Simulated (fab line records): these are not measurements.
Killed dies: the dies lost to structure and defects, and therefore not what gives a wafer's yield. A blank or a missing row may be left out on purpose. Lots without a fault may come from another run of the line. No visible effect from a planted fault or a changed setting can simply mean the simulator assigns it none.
fab line records	flow rit_cmos	part 1 of 2: steps 1 to 35 of 36
[record] lots = 5	wafers = 23
route steps=202 shown ACTIVE@9 NWELL@29 PWELL@40 WELLDRIVE@50 NRETRO@54 GATE@81 M1@202
start_h: hours from the record's opening day to when the first of the lot's shown wafers began	wait_h: how many hours have passed since the lot's step before this one	" identical to the entry in the row above	L1.1+2: a single row standing in for several wafers	- no value, or no start given	* or withheld: withheld	< > ~ a bound
route shown NAME@n: NAME is a module with steps in the file, n the number in the route of the first one	usual: average and standard deviation across the fault-free wafers	same: alike in all rows	chamber/n: place in a boat	sites: each site's reading	_std_site: standard deviation across them	_edge_site: outer sites' mean less inner sites'	radius_mm: how far each site lies from the wafer's centre	mask NAME#n: copy n	behind: the most recent tool/chamber to have shaped the wafer	hold: reason for holding the lot/hours on hold/outcome of the hold	device: the n, p or np transistor that did not switch	end of line: the tests these same wafers got at the end of their route	step lacking rows: just its recipe	killed: count of dies lost to structure and defects at first sort (not the wafer's yield)	map: a wafer's dies, marking killed ones x, the rest . and places with no die _
set.NAME: the setting as run; set.NAME@STEP: as run at that earlier step	model.NAME: the simulator's own value behind a step, which no gauge read
lots where settings were altered on purpose, with a table for each step and a row for each wafer
[[steps]]
[step RIT_ACTIVE_EXPOSE_08]
[recipe] mask_id = M1	na = 0.6	source_shape = conventional	sigma_outer = 0.6	target_cd_nm = 1400	dose_mj = 225
lot.wafer	tool	chamber	start_h	wait_h	mask	set.dose_mj
L075.1+2+6	iline_stepper-01	0	19.04	0.1	M1#0	209
L075.4+5	"	0	"	"	M1#0	225
L076.1+3	iline_stepper-02	0	24.16	0.2	M1#0	236.7
L076.2+4+6	"	0	"	"	M1#0	225
L078.1+3+4	iline_stepper-01	0	34.57	0.3	M1#0	218.5
L078.2+5	"	0	"	"	M1#0	225
L081.1+2+5	iline_stepper-01	0	49.04	0.1	M1#0	225
L081.3+4	"	0	"	"	M1#0	208.4
L085.1+4+6	iline_stepper-02	0	69.04	0.1	M1#0	225
[step RIT_ACTIVE_PEB_09]
[recipe] resist = NOVOLAK	temp_c = withheld	time_s = withheld
[step RIT_ACTIVE_DEVELOP_10]
[recipe] resist = NOVOLAK	develop_time_s = 50	dev_temp_c = 23
[step RIT_ACTIVE_CD_MEAS_11]
[recipe] target_cd_nm = 1400
[usual] cd_nm = 1399.2/2.6
lot.wafer	tool	chamber	start_h	wait_h	set.dose_mj@ACTIVE_EXPOSE_08	cd_nm
L075.1	cd_sem-02	-	19.44	-	209	1421.4
L075.2	"	-	"	"	209	1419.7
L075.4	"	-	"	"	225	1398.1
L075.5	"	-	"	"	225	1402.3
L075.6	"	-	"	"	209	1420.6
L076.1	cd_sem-02	-	24.56	-	236.7	1382.7
L076.2	"	-	"	"	225	1395.0
L076.3	"	-	"	"	236.7	1379.5
L076.4	"	-	"	"	225	1395.8
L076.6	"	-	"	"	225	1395.4
L078.1	cd_sem-02	-	34.99	-	218.5	1408.1
L078.2	"	-	"	"	225	1399.5
L078.3	"	-	"	"	218.5	1408.1
L078.4	"	-	"	"	218.5	1407.7
L078.5	"	-	"	"	225	1398.5
L081.1	cd_sem-02	-	49.44	-	225	1399.8
L081.2	"	-	"	"	225	1399.4
L081.3	"	-	"	"	208.4	1421.6
L081.4	"	-	"	"	208.4	1418.9
L081.5	"	-	"	"	225	1398.3
L085.1	cd_sem-01	-	69.44	-	225	1399.0
L085.4	"	-	"	"	225	1400.1
L085.6	"	-	"	"	225	1399.4
[step RIT_ACTIVE_HARDBAKE_12]
[recipe] resist = NOVOLAK	temp_c = 140	time_s = 60
[step RIT_ACTIVE_ETCH_13]
[recipe] stop_on = SiO2	chemistry = SF6	target = Si3N4	time_s = 210	over_etch_frac = 0.4	SF6_flow_sccm = 200	pressure_mtorr = 260	rf_w = 125	target_depth_a = 2100
lot.wafer	tool	chamber	start_h	wait_h	set.dose_mj@ACTIVE_EXPOSE_08	model.ACTIVE.cd_nm
L075.1	rie_diel-03	1	19.71	0.1	209	1421
L075.2+6	"	0,3	"	"	209	1420
L075.4	"	2	"	"	225	1398
L075.5	"	2	"	"	225	1402
L076.1	rie_diel-02	0	24.85	0.1	236.7	1383
L076.2	"	1	"	"	225	1395
L076.3	"	3	"	"	236.7	1380
L076.4+6	"	2	"	"	225	1396
L078.1+3+4	rie_diel-03	2,3,0	35.26	0.1	218.5	1408
L078.2	"	1	"	"	225	1399
L078.5	"	2	"	"	225	1398
L081.1	rie_diel-02	0	49.71	0.1	225	1400
L081.2	"	1	"	"	225	1399
L081.3	"	2	"	"	208.4	1422
L081.4	"	3	"	"	208.4	1419
L081.5	"	0	"	"	225	1398
L085.1	rie_diel-04	1	69.71	0.1	225	1399
L085.4+6	"	0,1	"	"	225	1400
[step RIT_ACTIVE_STRIP_14]
[recipe] chemistry = O2	time_s = 180	resist = NOVOLAK	platen_temp_c = withheld	power_w = 500	pressure_mtorr = 4000	o2_flow_sccm = 4000
[step RIT_ACTIVE_CD_MEAS_90]
[recipe] target_cd_nm = 1400
[usual] cd_nm = 1399.2/2.6
lot.wafer	tool	chamber	start_h	wait_h	set.dose_mj@ACTIVE_EXPOSE_08	cd_nm
L075.1	cd_sem-01	-	20.02	0.1	209	1421.4
L075.2	"	-	"	"	209	1419.7
L075.4	"	-	"	"	225	1397.7
L075.5	"	-	"	"	225	1402.6
L075.6	"	-	"	"	209	1420.3
L076.1	cd_sem-02	-	25.15	0.1	236.7	1382.3
L076.2	"	-	"	"	225	1395.0
L076.3	"	-	"	"	236.7	1379.7
L076.4	"	-	"	"	225	1396.2
L076.6	"	-	"	"	225	1395.2
L078.1	cd_sem-02	-	35.56	0.1	218.5	1408.3
L078.2	"	-	"	"	225	1398.9
L078.3	"	-	"	"	218.5	1407.6
L078.4	"	-	"	"	218.5	1407.4
L078.5	"	-	"	"	225	1398.4
L081.1	cd_sem-02	-	50.02	0.1	225	1400.4
L081.2	"	-	"	"	225	1399.1
L081.3	"	-	"	"	208.4	1422.1
L081.4	"	-	"	"	208.4	1418.5
L081.5	"	-	"	"	225	1398.1
L085.1	cd_sem-01	-	70.02	0.1	225	1399.0
L085.4	"	-	"	"	225	1400.8
L085.6	"	-	"	"	225	1399.5
[step RIT_NWELL_COAT_01]
[recipe] resist = NOVOLAK	spin_rpm = 2000	resist_thk_nm = 1300
lot.wafer	tool	chamber	start_h	wait_h	set.resist_thk_nm	model.NOVOLAK_of_NWELL_COAT_01.thk_nm
L075.1	litho_track-01	0	24.46	0.1	1280	1289
L075.2	"	0	"	"	1300	1304
L075.4+5	"	0	"	"	1280	1285
L075.6	"	0	"	"	1300	1300
L076.1	litho_track-03	0	30.92	0.1	1328	1323
L076.2	"	0	"	"	1300	1295
L076.3	"	0	"	"	1300	1299
L076.4	"	0	"	"	1328	1324
L076.6	"	0	"	"	1328	1328
L078.1	litho_track-02	0	39.96	0.1	1300	1302
L078.2	"	0	"	"	1300	1301
L078.3	"	0	"	"	1300	1304
L078.4	"	0	"	"	1300	1305
L078.5	"	0	"	"	1300	1299
L081.1	litho_track-02	0	54.62	0.1	1300	1297
L081.2	"	0	"	"	1352	1349
L081.3	"	0	"	"	1300	1300
L081.4	"	0	"	"	1352	1353
L081.5	"	0	"	"	1300	1301
L085.1	litho_track-02	0	74.40	0.1	1300	1311
L085.4	"	0	"	"	1300	1310
L085.6	"	0	"	"	1300	1309
[step RIT_NWELL_SOFTBAKE_02]
[recipe] resist = NOVOLAK	temp_c = 90	time_s = 60
[step RIT_NWELL_EXPOSE_03]
[recipe] mask_id = M2	na = 0.57	target_cd_nm = 43900	dose_mj = 250
[step RIT_NWELL_DEVELOP_05]
[recipe] resist = NOVOLAK	develop_time_s = 68	dev_temp_c = 23
[step RIT_NWELL_HARDBAKE_07]
[recipe] resist = NOVOLAK	temp_c = 140	time_s = 120
lot.wafer	tool	chamber	start_h	wait_h	set.resist_thk_nm@NWELL_COAT_01	model.NOVOLAK_of_NWELL_COAT_01.thk_nm
L075.1	litho_track-01	0	25.23	0.0	1280	1128
L075.2	"	0	"	"	1300	1140
L075.4+5	"	0	"	"	1280	1124
L075.6	"	0	"	"	1300	1137
L076.1	litho_track-01	0	31.81	0.0	1328	1157
L076.2	"	0	"	"	1300	1132
L076.3	"	0	"	"	1300	1136
L076.4	"	0	"	"	1328	1158
L076.6	"	0	"	"	1328	1161
L078.1	litho_track-03	0	40.87	0.0	1300	1139
L078.2	"	0	"	"	1300	1138
L078.3	"	0	"	"	1300	1140
L078.4	"	0	"	"	1300	1141
L078.5	"	0	"	"	1300	1136
L081.1	litho_track-03	0	55.47	0.1	1300	1134
L081.2	"	0	"	"	1352	1179
L081.3	"	0	"	"	1300	1137
L081.4	"	0	"	"	1352	1183
L081.5	"	0	"	"	1300	1138
L085.1	litho_track-01	0	75.29	0.0	1300	1146
L085.4	"	0	"	"	1300	1145
L085.6	"	0	"	"	1300	1144
[step RIT_NWELL_IMPLANT_08]
[recipe] species = P	energy_kev = 170	dose_cm2 = 5e+13	tilt_deg = 7
lot.wafer	tool	chamber	start_h	wait_h	set.dose_cm2
L075.1+2	implanter-01	0	25.48	0.2	5e+13
L075.4+5+6	"	0	"	"	5.303e+13
L076.1+6	implanter-04	0	32.06	0.2	5e+13
L076.2+3+4	"	0	"	"	5.181e+13
L078.1+2+3	implanter-04	0	41.12	0.2	5.231e+13
L078.4+5	"	0	"	"	5e+13
L081.1+4	implanter-04	0	55.72	0.2	5e+13
L081.2+3+5	"	0	"	"	4.861e+13
L085.1+4+6	implanter-03	0	75.54	0.2	5e+13
[step RIT_NWELL_STRIP_09]
[recipe] chemistry = O2	time_s = 180	resist = NOVOLAK	platen_temp_c = withheld	power_w = 500	pressure_mtorr = 4000	o2_flow_sccm = 4000
[step RIT_NWELL_TW_MEAS_10]
[usual] NWELL_TW = 2155/17
lot.wafer	tool	chamber	start_h	wait_h	set.dose_cm2@NWELL_IMPLANT_08	NWELL_TW
L075.1	film_metro-02	-	25.80	0.1	5e+13	2137
L075.2	"	-	"	"	5e+13	2129
L075.4	"	-	"	"	5.303e+13	2166
L075.5	"	-	"	"	5.303e+13	2172
L075.6	"	-	"	"	5.303e+13	2188
L076.1	film_metro-04	-	32.39	0.1	5e+13	2166
L076.2	"	-	"	"	5.181e+13	2193
L076.3	"	-	"	"	5.181e+13	2204
L076.4	"	-	"	"	5.181e+13	2200
L076.6	"	-	"	"	5e+13	2161
L078.1	film_metro-04	-	41.44	0.1	5.231e+13	2203
L078.2	"	-	"	"	5.231e+13	2197
L078.3	"	-	"	"	5.231e+13	2205
L078.4	"	-	"	"	5e+13	2163
L078.5	"	-	"	"	5e+13	2159
L081.1	film_metro-02	-	56.05	0.1	5e+13	2141
L081.2	"	-	"	"	4.861e+13	2132
L081.3	"	-	"	"	4.861e+13	2124
L081.4	"	-	"	"	5e+13	2145
L081.5	"	-	"	"	4.861e+13	2131
L085.1	film_metro-02	-	75.86	0.1	5e+13	2137
L085.4	"	-	"	"	5e+13	2133
L085.6	"	-	"	"	5e+13	2148
[step RIT_PWELL_COAT_01]
[recipe] resist = NOVOLAK	spin_rpm = 2000	resist_thk_nm = 1300
lot.wafer	tool	chamber	start_h	wait_h	set.resist_thk_nm	model.NOVOLAK_of_PWELL_COAT_01.thk_nm
L075.1+2+6	litho_track-04	0	26.01	0.1	1300	1298
L075.4	"	0	"	"	1300	1299
L075.5	"	0	"	"	1300	1296
L076.1+3	litho_track-02	0	32.60	0.1	1300	1303
L076.2	"	0	"	"	1256	1255
L076.4	"	0	"	"	1300	1300
L076.6	"	0	"	"	1256	1256
L078.1+4	litho_track-04	0	41.65	0.1	1280	1279
L078.2	"	0	"	"	1300	1298
L078.3	"	0	"	"	1300	1297
L078.5	"	0	"	"	1280	1280
L081.1	litho_track-04	0	56.26	0.1	1375	1373
L081.2	"	0	"	"	1300	1299
L081.3+4	"	0	"	"	1300	1298
L081.5	"	0	"	"	1375	1375
L085.1+6	litho_track-02	0	76.07	0.1	1300	1304
L085.4	"	0	"	"	1300	1302
[step RIT_PWELL_SOFTBAKE_02]
[recipe] resist = NOVOLAK	temp_c = 90	time_s = 60
[step RIT_PWELL_EXPOSE_03]
[recipe] mask_id = M3	na = 0.57	target_cd_nm = 43700	dose_mj = 250
[step RIT_PWELL_DEVELOP_05]
[recipe] resist = NOVOLAK	develop_time_s = 68	dev_temp_c = 23
[step RIT_PWELL_HARDBAKE_07]
[recipe] resist = NOVOLAK	temp_c = 140	time_s = 120
lot.wafer	tool	chamber	start_h	wait_h	set.resist_thk_nm@PWELL_COAT_01	model.NOVOLAK_of_PWELL_COAT_01.thk_nm
L075.1+2+6	litho_track-02	0	26.90	0.0	1300	1135
L075.4	"	0	"	"	1300	1136
L075.5	"	0	"	"	1300	1134
L076.1+3	litho_track-02	0	33.49	0.0	1300	1139
L076.2	"	0	"	"	1256	1098
L076.4	"	0	"	"	1300	1137
L076.6	"	0	"	"	1256	1099
L078.1+4	litho_track-03	0	42.54	0.0	1280	1119
L078.2	"	0	"	"	1300	1135
L078.3	"	0	"	"	1300	1134
L078.5	"	0	"	"	1280	1120
L081.1	litho_track-04	0	57.02	0.0	1375	1200
L081.2+4	"	0	"	"	1300	1136
L081.3	"	0	"	"	1300	1135
L081.5	"	0	"	"	1375	1201
L085.1+6	litho_track-04	0	76.84	0.0	1300	1140
L085.4	"	0	"	"	1300	1139
[step RIT_PWELL_IMPLANT_08]
[recipe] species = B	energy_kev = 170	dose_cm2 = 7e+13	tilt_deg = 7
lot.wafer	tool	chamber	start_h	wait_h	set.dose_cm2
L075.1+5	implanter-01	0	27.15	0.2	7e+13
L075.2+4+6	"	0	"	"	7.137e+13
L076.1+2	implanter-04	0	33.74	0.2	7e+13
L076.3+4+6	"	0	"	"	6.735e+13
L078.1+3	implanter-01	0	42.79	0.2	7e+13
L078.2+4+5	"	0	"	"	6.85e+13
L081.1+2	implanter-04	0	57.27	0.2	7.506e+13
L081.3+4+5	"	0	"	"	7e+13
L085.1+4+6	implanter-01	0	77.09	0.2	7e+13
[step RIT_PWELL_STRIP_09]
[recipe] chemistry = O2	time_s = 180	resist = NOVOLAK	platen_temp_c = withheld	power_w = 500	pressure_mtorr = 4000	o2_flow_sccm = 4000
[step RIT_PWELL_TW_MEAS_10]
[usual] PWELL_TW = 957/6.7
lot.wafer	tool	chamber	start_h	wait_h	set.dose_cm2@PWELL_IMPLANT_08	PWELL_TW
L075.1	film_metro-02	-	27.48	0.1	7e+13	944
L075.2	"	-	"	"	7.137e+13	955
L075.4	"	-	"	"	7.137e+13	957
L075.5	"	-	"	"	7e+13	949
L075.6	"	-	"	"	7.137e+13	954
L076.1	film_metro-02	-	34.07	0.1	7e+13	952
L076.2	"	-	"	"	7e+13	950
L076.3	"	-	"	"	6.735e+13	938
L076.4	"	-	"	"	6.735e+13	938
L076.6	"	-	"	"	6.735e+13	937
L078.1	film_metro-03	-	43.12	0.1	7e+13	960
L078.2	"	-	"	"	6.85e+13	962
L078.3	"	-	"	"	7e+13	957
L078.4	"	-	"	"	6.85e+13	955
L078.5	"	-	"	"	6.85e+13	955
L081.1	film_metro-04	-	57.60	0.1	7.506e+13	991
L081.2	"	-	"	"	7.506e+13	987
L081.3	"	-	"	"	7e+13	970
L081.4	"	-	"	"	7e+13	967
L081.5	"	-	"	"	7e+13	967
L085.1	film_metro-02	-	77.41	0.1	7e+13	951
L085.4	"	-	"	"	7e+13	954
L085.6	"	-	"	"	7e+13	956
[step RIT_WELLDRIVE_ANNEAL_00]
[recipe] temp_c = 1100	time_s = 14700	ambient = N2
[step RIT_WELLDRIVE_RS_MEAS_01]
[recipe] thk_meas_gauge = four-point-probe
[usual] NWELL_RS = 275.7/0.7
lot.wafer	tool	chamber	start_h	wait_h	set.dose_cm2@NWELL_IMPLANT_08	NWELL_RS[ohm/sq]
L075.1	film_metro-02	-	32.62	0.0	5e+13	275.3
L075.2	"	-	"	"	5e+13	274.5
L075.4	"	-	"	"	5.303e+13	265.8
L075.5	"	-	"	"	5.303e+13	266.0
L075.6	"	-	"	"	5.303e+13	265.8
L076.1	film_metro-03	-	39.29	0.0	5e+13	275.7
L076.2	"	-	"	"	5.181e+13	269.0
L076.3	"	-	"	"	5.181e+13	269.2
L076.4	"	-	"	"	5.181e+13	268.9
L076.6	"	-	"	"	5e+13	275.4
L078.1	film_metro-03	-	48.26	0.0	5.231e+13	268.5
L078.2	"	-	"	"	5.231e+13	268.4
L078.3	"	-	"	"	5.231e+13	268.1
L078.4	"	-	"	"	5e+13	276.3
L078.5	"	-	"	"	5e+13	276.0
L081.1	film_metro-02	-	63.64	0.0	5e+13	276.3
L081.2	"	-	"	"	4.861e+13	281.5
L081.3	"	-	"	"	4.861e+13	281.5
L081.4	"	-	"	"	5e+13	276.4
L081.5	"	-	"	"	4.861e+13	280.8
L085.1	film_metro-04	-	82.56	0.0	5e+13	276.8
L085.4	"	-	"	"	5e+13	274.7
L085.6	"	-	"	"	5e+13	274.2
[step RIT_WELLDRIVE_RS_MEAS_02]
[recipe] thk_meas_gauge = four-point-probe
[usual] PWELL_RS = 429.9/1.3
lot.wafer	tool	chamber	start_h	wait_h	set.dose_cm2@PWELL_IMPLANT_08	PWELL_RS[ohm/sq]
L075.1	film_metro-02	-	32.74	0.1	7e+13	429.5
L075.2	"	-	"	"	7.137e+13	423.7
L075.4	"	-	"	"	7.137e+13	425.0
L075.5	"	-	"	"	7e+13	428.8
L075.6	"	-	"	"	7.137e+13	423.9
L076.1	film_metro-03	-	39.41	0.1	7e+13	431.4
L076.2	"	-	"	"	7e+13	431.1
L076.3	"	-	"	"	6.735e+13	442.4
L076.4	"	-	"	"	6.735e+13	442.7
L076.6	"	-	"	"	6.735e+13	441.5
L078.1	film_metro-03	-	48.38	0.1	7e+13	430.0
L078.2	"	-	"	"	6.85e+13	436.0
L078.3	"	-	"	"	7e+13	429.0
L078.4	"	-	"	"	6.85e+13	436.2
L078.5	"	-	"	"	6.85e+13	434.6
L081.1	film_metro-02	-	63.76	0.1	7.506e+13	412.5
L081.2	"	-	"	"	7.506e+13	411.1
L081.3	"	-	"	"	7e+13	429.6
L081.4	"	-	"	"	7e+13	431.0
L081.5	"	-	"	"	7e+13	431.9
L085.1	film_metro-04	-	82.68	0.1	7e+13	428.4
L085.4	"	-	"	"	7e+13	429.1
L085.6	"	-	"	"	7e+13	428.8
[step RIT_NRETRO_COAT_01]
[recipe] resist = NOVOLAK	spin_rpm = 2000	resist_thk_nm = 1300
lot.wafer	tool	chamber	start_h	wait_h	set.spin_rpm	model.NOVOLAK_of_NRETRO_COAT_01.thk_nm
L075.1+4+5+6	litho_track-01	0	33.01	0.1	2000	1302
L075.2	"	0	"	"	2000	1300
L076.1	litho_track-01	0	39.68	0.1	2058	1283
L076.2	"	0	"	"	2000	1302
L076.3+6	"	0	"	"	2058	1284
L076.4	"	0	"	"	2000	1303
L078.1	litho_track-01	0	48.65	0.1	1945	1319
L078.2	"	0	"	"	1945	1320
L078.3	"	0	"	"	2000	1300
L078.4	"	0	"	"	2000	1299
L078.5	"	0	"	"	1945	1317
L081.1	litho_track-01	0	64.03	0.1	1902	1333
L081.2+3	"	0	"	"	1902	1335
L081.4+5	"	0	"	"	2000	1304
L085.1+6	litho_track-02	0	82.95	0.1	2000	1303
L085.4	"	0	"	"	2000	1301
[step RIT_NRETRO_SOFTBAKE_02]
[recipe] resist = NOVOLAK	temp_c = 90	time_s = 60
[step RIT_NRETRO_EXPOSE_03]
[recipe] mask_id = M4	na = 0.57	target_cd_nm = 43900	dose_mj = 250
[step RIT_NRETRO_DEVELOP_05]
[recipe] resist = NOVOLAK	develop_time_s = 68	dev_temp_c = 23
[step RIT_NRETRO_HARDBAKE_07]
[recipe] resist = NOVOLAK	temp_c = 140	time_s = 120
lot.wafer	tool	chamber	start_h	wait_h	set.spin_rpm@NRETRO_COAT_01	model.NOVOLAK_of_NRETRO_COAT_01.thk_nm
L075.1	litho_track-01	0	33.78	0.0	2000	1138
L075.2	"	0	"	"	2000	1137
L075.4+5+6	"	0	"	"	2000	1139
L076.1+3+6	litho_track-04	0	40.46	0.0	2058	1123
L076.2	"	0	"	"	2000	1138
L076.4	"	0	"	"	2000	1140
L078.1	litho_track-02	0	49.42	0.0	1945	1153
L078.2	"	0	"	"	1945	1154
L078.3	"	0	"	"	2000	1137
L078.4	"	0	"	"	2000	1136
L078.5	"	0	"	"	1945	1152
L081.1	litho_track-01	0	64.79	0.0	1902	1165
L081.2+3	"	0	"	"	1902	1167
L081.4	"	0	"	"	2000	1140
L081.5	"	0	"	"	2000	1141
L085.1+6	litho_track-02	0	83.84	0.0	2000	1140
L085.4	"	0	"	"	2000	1138
[step RIT_GATE_OXIDATION_05]
[recipe] temp_c = 900	ambient = O2	target_thk_a = 30	ox_time_s = 270
lot.wafer	tool	chamber	start_h	wait_h	set.temp_c	model.SiO2_of_GATE_OXIDATION_05.thk_nm
L075.1+4	-	-	-	0.8	887	2.538
L075.2	"	-	"	"	887	2.584
L075.5	"	-	"	"	887	2.613
L075.6	"	-	"	"	887	2.582
L076.1	-	-	-	0.1	888.7	2.548
L076.2	"	-	"	"	888.7	2.569
L076.3	"	-	"	"	888.7	2.542
L076.4	"	-	"	"	888.7	2.616
L076.6	"	-	"	"	888.7	2.599
L078.1	-	-	-	0.1	876.2	2.233
L078.2	"	-	"	"	876.2	2.266
L078.3	"	-	"	"	876.2	2.231
L078.4	"	-	"	"	876.2	2.255
L078.5	"	-	"	"	876.2	2.192
L081.1	-	-	-	0.1	875.6	2.338
L081.2	"	-	"	"	875.6	2.228
L081.3	"	-	"	"	875.6	2.317
L081.4	"	-	"	"	875.6	2.252
L081.5	"	-	"	"	875.6	2.261
L085.1+6	furnace-04	0	87.69	1.1	900	2.968
L085.4	"	0	"	"	900	2.975
[step RIT_GATE_ANNEAL_06]
[recipe] temp_c = 900	time_s = 600	ambient = N2O
[step RIT_GATE_THK_MEAS_07]
[recipe] reads = SiO2_of_GATE_OXIDATION_05
[usual] GATE_OXIDE_THK = 3.02/0.065
lot.wafer	tool	chamber	start_h	wait_h	set.temp_c@GATE_OXIDATION_05	GATE_OXIDE_THK[nm]
L075.1	film_metro-02	-	39.54	0.0	887	2.51
L075.2	"	-	"	"	887	2.58
L075.4	"	-	"	"	887	2.55
L075.5	"	-	"	"	887	2.66
L075.6	"	-	"	"	887	2.55
L076.1	film_metro-01	-	44.69	0.0	888.7	2.54
L076.2	"	-	"	"	888.7	2.55
L076.3	"	-	"	"	888.7	2.52
L076.4	"	-	"	"	888.7	2.62
L076.6	"	-	"	"	888.7	2.65
L078.1	film_metro-01	-	53.57	0.0	876.2	2.24
L078.2	"	-	"	"	876.2	2.30
L078.3	"	-	"	"	876.2	2.23
L078.4	"	-	"	"	876.2	2.27
L078.5	"	-	"	"	876.2	2.16
L081.1	film_metro-02	-	68.96	0.0	875.6	2.34
L081.2	"	-	"	"	875.6	2.30
L081.3	"	-	"	"	875.6	2.37
L081.4	"	-	"	"	875.6	2.26
L081.5	"	-	"	"	875.6	2.19
L085.1	film_metro-01	-	89.02	0.0	900	2.97
L085.4	"	-	"	"	900	2.94
L085.6	"	-	"	"	900	2.95
[[key]]
[split] step = RIT_ACTIVE_EXPOSE_08	setting = dose_mj	stated = 225	by = wafer
[response] step = RIT_ACTIVE_CD_MEAS_11	reading = cd_nm	change = -2.86	per = 1%	r = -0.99
[response] step = RIT_ACTIVE_ETCH_13	reading = model.ACTIVE.cd_nm	change = -2.87	per = 1%	r = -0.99
[response] step = RIT_ACTIVE_CD_MEAS_90	reading = cd_nm	change = -2.86	per = 1%	r = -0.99
[split] step = RIT_NWELL_COAT_01	setting = resist_thk_nm	stated = 1300	by = wafer
[response] step = RIT_NWELL_COAT_01	reading = model.NOVOLAK_of_NWELL_COAT_01.thk_nm	change = +12.7	per = 1%	r = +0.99
[response] step = RIT_NWELL_HARDBAKE_07	reading = model.NOVOLAK_of_NWELL_COAT_01.thk_nm	change = +11	per = 1%	r = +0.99
[split] step = RIT_NWELL_IMPLANT_08	setting = dose_cm2	stated = 5e+13	by = wafer
[response] step = RIT_NWELL_TW_MEAS_10	reading = NWELL_TW	change = +7.76	per = 1%	r = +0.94
[response] step = RIT_WELLDRIVE_RS_MEAS_01	reading = NWELL_RS	change = -1.62	per = 1%	r = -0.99
[split] step = RIT_PWELL_COAT_01	setting = resist_thk_nm	stated = 1300	by = wafer
[response] step = RIT_PWELL_COAT_01	reading = model.NOVOLAK_of_PWELL_COAT_01.thk_nm	change = +13.1	per = 1%	r = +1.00
[response] step = RIT_PWELL_HARDBAKE_07	reading = model.NOVOLAK_of_PWELL_COAT_01.thk_nm	change = +11.3	per = 1%	r = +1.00
[split] step = RIT_PWELL_IMPLANT_08	setting = dose_cm2	stated = 7e+13	by = wafer
[response] step = RIT_PWELL_TW_MEAS_10	reading = PWELL_TW	change = +2.97	per = 1%	r = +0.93
[response] step = RIT_WELLDRIVE_RS_MEAS_02	reading = PWELL_RS	change = -2.69	per = 1%	r = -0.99
[split] step = RIT_NRETRO_COAT_01	setting = spin_rpm	stated = 2000	by = wafer
[response] step = RIT_NRETRO_COAT_01	reading = model.NOVOLAK_of_NRETRO_COAT_01.thk_nm	change = -6.42	per = 1%	r = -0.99
[response] step = RIT_NRETRO_HARDBAKE_07	reading = model.NOVOLAK_of_NRETRO_COAT_01.thk_nm	change = -5.52	per = 1%	r = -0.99
[split] step = RIT_GATE_OXIDATION_05	setting = temp_c	stated = 900	by = lot
[response] step = RIT_GATE_OXIDATION_05	reading = model.SiO2_of_GATE_OXIDATION_05.thk_nm	change = +0.257	per = 1%	r = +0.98
[response] step = RIT_GATE_THK_MEAS_07	reading = GATE_OXIDE_THK	change = +0.247	per = 1%	r = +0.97
[response] step = RIT_M1_PROBE_99	reading = model.etest.pmos_0p3.r_on_ohm_um	change = +815	per = 1%	r = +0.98
[response] step = RIT_M1_PROBE_99	reading = model.etest.nmos_0p3.r_on_ohm_um	change = +211	per = 1%	r = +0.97
[response] step = RIT_M1_PROBE_99	reading = model.etest.nmos_turned.drive_ua_um	change = -111	per = 1%	r = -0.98
